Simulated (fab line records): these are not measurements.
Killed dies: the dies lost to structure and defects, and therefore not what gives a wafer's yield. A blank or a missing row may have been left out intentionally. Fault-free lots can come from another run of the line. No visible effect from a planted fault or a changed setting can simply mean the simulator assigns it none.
Which of the tools did it? :: flow berkeley-cmos170 :: 14 lots with 42 wafers sampled at 5 steps, on a route of 331 steps

WHAT THE GAUGES READ, wafer by wafer
UCB170_V1_OVL_MEAS_13.
lot: L631
measured: day 7 21:41
on: overlay-01
V1_OVL (nm): -3 -1 -5

lot: L634
measured: day 8 06:46
on: overlay-02
V1_OVL (nm): -3 0 -4

lot: L632
measured: day 8 08:48
on: overlay-02
V1_OVL (nm): 5 4 5

lot: L637
measured: day 9 03:02
on: overlay-02
V1_OVL (nm): 8 3 8

lot: L641
measured: day 9 14:08
on: overlay-02
V1_OVL (nm): 1 3 2

lot: L640
measured: day 9 14:24
on: overlay-02
V1_OVL (nm): -6 0 -1

lot: L639
measured: day 9 14:40
on: overlay-01
V1_OVL (nm): 2 4 0

lot: L642
measured: day 11 00:38
on: overlay-01
V1_OVL (nm): 1 2 3

lot: L648
measured: day 11 16:16
on: overlay-02
V1_OVL (nm): -1 -3 -6

lot: L650
measured: day 11 17:08
on: overlay-01
V1_OVL (nm): 0 1 3

lot: L651
measured: day 12 04:10
on: overlay-01
V1_OVL (nm): 2 -3 0

lot: L652
measured: day 12 05:22
on: overlay-01
V1_OVL (nm): -5 1 -2

lot: L653
measured: day 12 06:40
on: overlay-02
V1_OVL (nm): -7 -5 -9

lot: L654
measured: day 12 14:37
on: overlay-02
V1_OVL (nm): -5 -1 1

UCB170_V1_CD_MEAS_90: the cd target is 700 nm.
lot: L631
measured: day 7 22:00
on: cd-sem-01
cd-nm (nm): 701.8 701.6 702.2

lot: L634
measured: day 8 07:04
on: cd-sem-01
cd-nm (nm): 698.5 696.1 698.3

lot: L632
measured: day 8 09:08
on: cd-sem-02
cd-nm (nm): 697.0 696.8 698.3

lot: L637
measured: day 9 03:22
on: cd-sem-01
cd-nm (nm): 698.3 697.9 697.1

lot: L641
measured: day 9 14:26
on: cd-sem-02
cd-nm (nm): 700.6 700.3 699.4

lot: L640
measured: day 9 14:43
on: cd-sem-01
cd-nm (nm): 700.3 701.0 699.3

lot: L639
measured: day 9 14:59
on: cd-sem-02
cd-nm (nm): 699.0 698.8 699.8

lot: L642
measured: day 11 00:59
on: cd-sem-01
cd-nm (nm): 699.7 698.4 699.0

lot: L648
measured: day 11 16:35
on: cd-sem-01
cd-nm (nm): 710.6 711.5 709.6 710.9 711.4 709.3

lot: L650
measured: day 11 17:27
on: cd-sem-01
cd-nm (nm): 698.8 701.6 700.1

lot: L651
measured: day 12 04:30
on: cd-sem-01
cd-nm (nm): 712.9 715.0 715.2 713.0 714.8 715.5

lot: L652
measured: day 12 05:41
on: cd-sem-02
cd-nm (nm): 701.0 701.7 699.6

lot: L653
measured: day 12 06:59
on: cd-sem-02
cd-nm (nm): 700.7 699.6 700.5

lot: L654
measured: day 12 14:56
on: cd-sem-01
cd-nm (nm): 701.8 700.6 699.8

UCB170_M2_OVL_MEAS_16.
lot: L631
measured: day 8 00:50
on: overlay-02
M2_OVL (nm): 12 15 7

lot: L634
measured: day 8 09:48
on: overlay-02
M2_OVL (nm): 7 -1 9

lot: L632
measured: day 8 12:19
on: overlay-02
M2_OVL (nm): -4 1 -4

lot: L637
measured: day 9 05:37
on: overlay-02
M2_OVL (nm): -1 -5 -2

lot: L641
measured: day 9 17:59
on: overlay-02
M2_OVL (nm): 1 8 9

lot: L640
measured: day 9 18:26
on: overlay-02
M2_OVL (nm): 7 -2 1

lot: L639
measured: day 9 18:43
on: overlay-01
M2_OVL (nm): 6 4 9

lot: L642
measured: day 11 04:55
on: overlay-01
M2_OVL (nm): 9 7 15

lot: L648
measured: day 11 22:11
on: overlay-01
M2_OVL (nm): 4 6 -4

lot: L650
measured: day 11 19:59
on: overlay-02
M2_OVL (nm): 8 14 2

lot: L651
measured: day 12 08:49
on: overlay-01
M2_OVL (nm): 12 5 7

lot: L652
measured: day 12 08:16
on: overlay-02
M2_OVL (nm): -3 0 6

lot: L653
measured: day 12 09:23
on: overlay-01
M2_OVL (nm): 4 -2 -1

lot: L654
measured: day 12 17:04
on: overlay-01
M2_OVL (nm): 5 -4 0

WHAT TOOL EACH LOT RAN ON (gives the tool, then ch and the chambers of the sampled wafers, and finally the start)
lot: L631
UCB170_V1_ETCH_14: rie-diel-04 ch 0,2, day 7 21:43
UCB170_V1_STRIP_15: plasma-asher-01 ch 0, day 7 21:54

lot: L634
UCB170_V1_ETCH_14: rie-diel-03 ch 0,1,2, day 8 06:47
UCB170_V1_STRIP_15: plasma-asher-01 ch 1, day 8 06:58

lot: L632
UCB170_V1_ETCH_14: rie-diel-04 ch 0,1, day 8 08:50
UCB170_V1_STRIP_15: plasma-asher-02 ch 0,1, day 8 09:01

lot: L637
UCB170_V1_ETCH_14: rie-diel-02 ch 2,3, day 9 03:04
UCB170_V1_STRIP_15: plasma-asher-01 ch 0,1, day 9 03:14

lot: L641
UCB170_V1_ETCH_14: rie-diel-03 ch 0,1,2, day 9 14:10
UCB170_V1_STRIP_15: plasma-asher-01 ch 0,1, day 9 14:20

lot: L640
UCB170_V1_ETCH_14: rie-diel-04 ch 1,2,3, day 9 14:26
UCB170_V1_STRIP_15: plasma-asher-04 ch 1, day 9 14:36

lot: L639
UCB170_V1_ETCH_14: rie-diel-02 ch 0,3, day 9 14:42
UCB170_V1_STRIP_15: plasma-asher-02 ch 1, day 9 14:53

lot: L642
UCB170_V1_ETCH_14: rie-diel-04 ch 0,2, day 11 00:40
UCB170_V1_STRIP_15: plasma-asher-02 ch 0,1, day 11 00:52

lot: L648
UCB170_V1_ETCH_14: rie-diel-03 ch 0,1,2, day 11 16:18
UCB170_V1_STRIP_15: plasma-asher-01 ch 1, day 11 16:28

lot: L650
UCB170_V1_ETCH_14: rie-diel-02 ch 1,2,3, day 11 17:10
UCB170_V1_STRIP_15: plasma-asher-01 ch 0,1, day 11 17:21

lot: L651
UCB170_V1_ETCH_14: rie-diel-03 ch 0,2,3, day 12 04:12
UCB170_V1_STRIP_15: plasma-asher-04 ch 0,1, day 12 04:23

lot: L652
UCB170_V1_ETCH_14: rie-diel-02 ch 0,1,2, day 12 05:25
UCB170_V1_STRIP_15: plasma-asher-01 ch 0,1, day 12 05:35

lot: L653
UCB170_V1_ETCH_14: rie-diel-04 ch 0,1,2, day 12 06:42
UCB170_V1_STRIP_15: plasma-asher-02 ch 0,1, day 12 06:53

lot: L654
UCB170_V1_ETCH_14: rie-diel-02 ch 0,1,2, day 12 14:39
UCB170_V1_STRIP_15: plasma-asher-02 ch 0,1, day 12 14:50
- UCB170_V1_ETCH_14: etches SiO2 in CHF3/CF4/Ar, stops on Al, target depth 1250 nm, time 291 s.
- UCB170_V1_STRIP_15: strips in O2.

AS READ BY THE TOOLS THEMSELVES (means over the sampled wafers that have a number; for cases with no such wafer, the mark the record gives instead)
UCB170_V1_ETCH_14.
lot: L631
tool: rie-diel-04
drypump-motor-current-A (A): 5.0
oes-product-au (a.u.): 0.881
rf-fwd-power-W (W): 699.2
throttle-valve-pct (%): 6.99

lot: L634
tool: rie-diel-03
drypump-motor-current-A (A): 5.9
oes-product-au (a.u.): 0.875
rf-fwd-power-W (W): 697.9
throttle-valve-pct (%): 6.81

lot: L632
tool: rie-diel-04
drypump-motor-current-A (A): 5.5
oes-product-au (a.u.): 0.875
rf-fwd-power-W (W): 698.1
throttle-valve-pct (%): 6.95

lot: L637
tool: rie-diel-02
drypump-motor-current-A (A): 5.5
oes-product-au (a.u.): 0.866
rf-fwd-power-W (W): 698.5
throttle-valve-pct (%): 7.02

lot: L641
tool: rie-diel-03
drypump-motor-current-A (A): 5.8
oes-product-au (a.u.): 0.873
rf-fwd-power-W (W): 699.8
throttle-valve-pct (%): 6.81

lot: L640
tool: rie-diel-04
drypump-motor-current-A (A): 5.6
oes-product-au (a.u.): 0.874
rf-fwd-power-W (W): 698.9
throttle-valve-pct (%): 7.04

lot: L639
tool: rie-diel-02
drypump-motor-current-A (A): 6.1
oes-product-au (a.u.): 0.887
rf-fwd-power-W (W): 696.9
throttle-valve-pct (%): 6.78

lot: L642
tool: rie-diel-04
drypump-motor-current-A (A): 5.1
oes-product-au (a.u.): 0.881
rf-fwd-power-W (W): 698.4
throttle-valve-pct (%): 6.98

lot: L648
tool: rie-diel-03
drypump-motor-current-A (A): 5.9
oes-product-au (a.u.): 0.872
rf-fwd-power-W (W): 1187.1
throttle-valve-pct (%): 6.82

lot: L650
tool: rie-diel-02
drypump-motor-current-A (A): 5.5
oes-product-au (a.u.): 0.881
rf-fwd-power-W (W): 697.5
throttle-valve-pct (%): 6.95

lot: L651
tool: rie-diel-03
drypump-motor-current-A (A): 5.6
oes-product-au (a.u.): 0.876
rf-fwd-power-W (W): 1189.5
throttle-valve-pct (%): 6.86

lot: L652
tool: rie-diel-02
drypump-motor-current-A (A): 5.8
oes-product-au (a.u.): 0.887
rf-fwd-power-W (W): 698.5
throttle-valve-pct (%): 6.92

lot: L653
tool: rie-diel-04
drypump-motor-current-A (A): 5.5
oes-product-au (a.u.): 0.878
rf-fwd-power-W (W): 697.3
throttle-valve-pct (%): 6.95

lot: L654
tool: rie-diel-02
drypump-motor-current-A (A): 5.8
oes-product-au (a.u.): 0.886
rf-fwd-power-W (W): 698.1
throttle-valve-pct (%): 6.93

UCB170_V1_STRIP_15.
lot: L631
tool: plasma-asher-01
drypump-motor-current-A (A): 5.5
oes-product-au (a.u.): 0.723
strip-time-to-endpoint-s (s): 15.33

lot: L634
tool: plasma-asher-01
drypump-motor-current-A (A): 5.9
oes-product-au (a.u.): 0.720
strip-time-to-endpoint-s (s): 15.43

lot: L632
tool: plasma-asher-02
drypump-motor-current-A (A): 5.8
oes-product-au (a.u.): 0.722
strip-time-to-endpoint-s (s): 15.58

lot: L637
tool: plasma-asher-01
drypump-motor-current-A (A): 5.7
oes-product-au (a.u.): 0.721
strip-time-to-endpoint-s (s): 15.42

lot: L641
tool: plasma-asher-01
drypump-motor-current-A (A): 5.8
oes-product-au (a.u.): 0.726
strip-time-to-endpoint-s (s): 15.35

lot: L640
tool: plasma-asher-04
drypump-motor-current-A (A): 6.2
oes-product-au (a.u.): 0.724
strip-time-to-endpoint-s (s): 15.40

lot: L639
tool: plasma-asher-02
drypump-motor-current-A (A): 5.0
oes-product-au (a.u.): 0.724
strip-time-to-endpoint-s (s): 15.28

lot: L642
tool: plasma-asher-02
drypump-motor-current-A (A): 5.8
oes-product-au (a.u.): 0.721
strip-time-to-endpoint-s (s): 15.42

lot: L648
tool: plasma-asher-01
drypump-motor-current-A (A): 5.8
oes-product-au (a.u.): 0.719
strip-time-to-endpoint-s (s): 13.40

lot: L650
tool: plasma-asher-01
drypump-motor-current-A (A): 5.6
oes-product-au (a.u.): 0.723
strip-time-to-endpoint-s (s): 15.39

lot: L651
tool: plasma-asher-04
drypump-motor-current-A (A): 6.1
oes-product-au (a.u.): 0.718
strip-time-to-endpoint-s (s): 13.40

lot: L652
tool: plasma-asher-01
drypump-motor-current-A (A): 5.8
oes-product-au (a.u.): 0.721
strip-time-to-endpoint-s (s): 15.42

lot: L653
tool: plasma-asher-02
drypump-motor-current-A (A): 5.8
oes-product-au (a.u.): 0.725
strip-time-to-endpoint-s (s): 15.41

lot: L654
tool: plasma-asher-02
drypump-motor-current-A (A): 5.8
oes-product-au (a.u.): 0.722
strip-time-to-endpoint-s (s): 15.42

THE ANSWER, worked out from the rows above alone
Rule: the lots themselves supply what counts as usual. Put in order of their means at a reading, lots are off if they are a third of the lots or fewer, leave a main group of 4 or more, and stand apart from it by a gap of 3 or more times the standard deviation of the main group's means; of several such gaps the widest counts. If all means in a main group match to the digits the tables above print for the reading, that group is not used. Also off: a lot with no number at a reading for which 4 or more lots have one. The other lots that the step has rows for count as sound. After the gauges, taken in route order, come the tools' own readings; for these a lot's mean is taken, as printed above. At the first step where some lot is off, the reading lying furthest off is the one used; lots without a number count as furthest.
Off at UCB170_V1_CD_MEAS_90 (cd-nm): L648, L651. For the main group the mean is 699.6 nm and the standard deviation 1.3.
If a tool, at a process step before that reading, ran all the lots that are off and no sound lot after the first of them, it fits. The gauges at UCB170_V1_CD_MEAS_90 aren't tried: what is off there is off at UCB170_V1_ETCH_14 too, on other tools, and a gauge's error can't cause that. One fits: UCB170_V1_ETCH_14 on rie-diel-03. A fault onset in the window from L641 (day 9 14:10, its last sound lot) to L648 (day 11 16:18, its first lot off) fits.
The tool's own readings at UCB170_V1_ETCH_14 bear it out: on the lots that are off they differ by more than 5 times the standard deviation of the sound lots' means. rf-fwd-power-W reads 1188.3 W there against 698.3 W on the sound lots.

WHAT WAS PUT IN BY THE SIMULATOR
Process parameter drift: rie-diel-03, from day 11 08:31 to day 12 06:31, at UCB170_V1_ETCH_14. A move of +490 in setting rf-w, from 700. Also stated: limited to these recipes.
Lots struck among those shown: L648, L651. Same finding as the rule above.
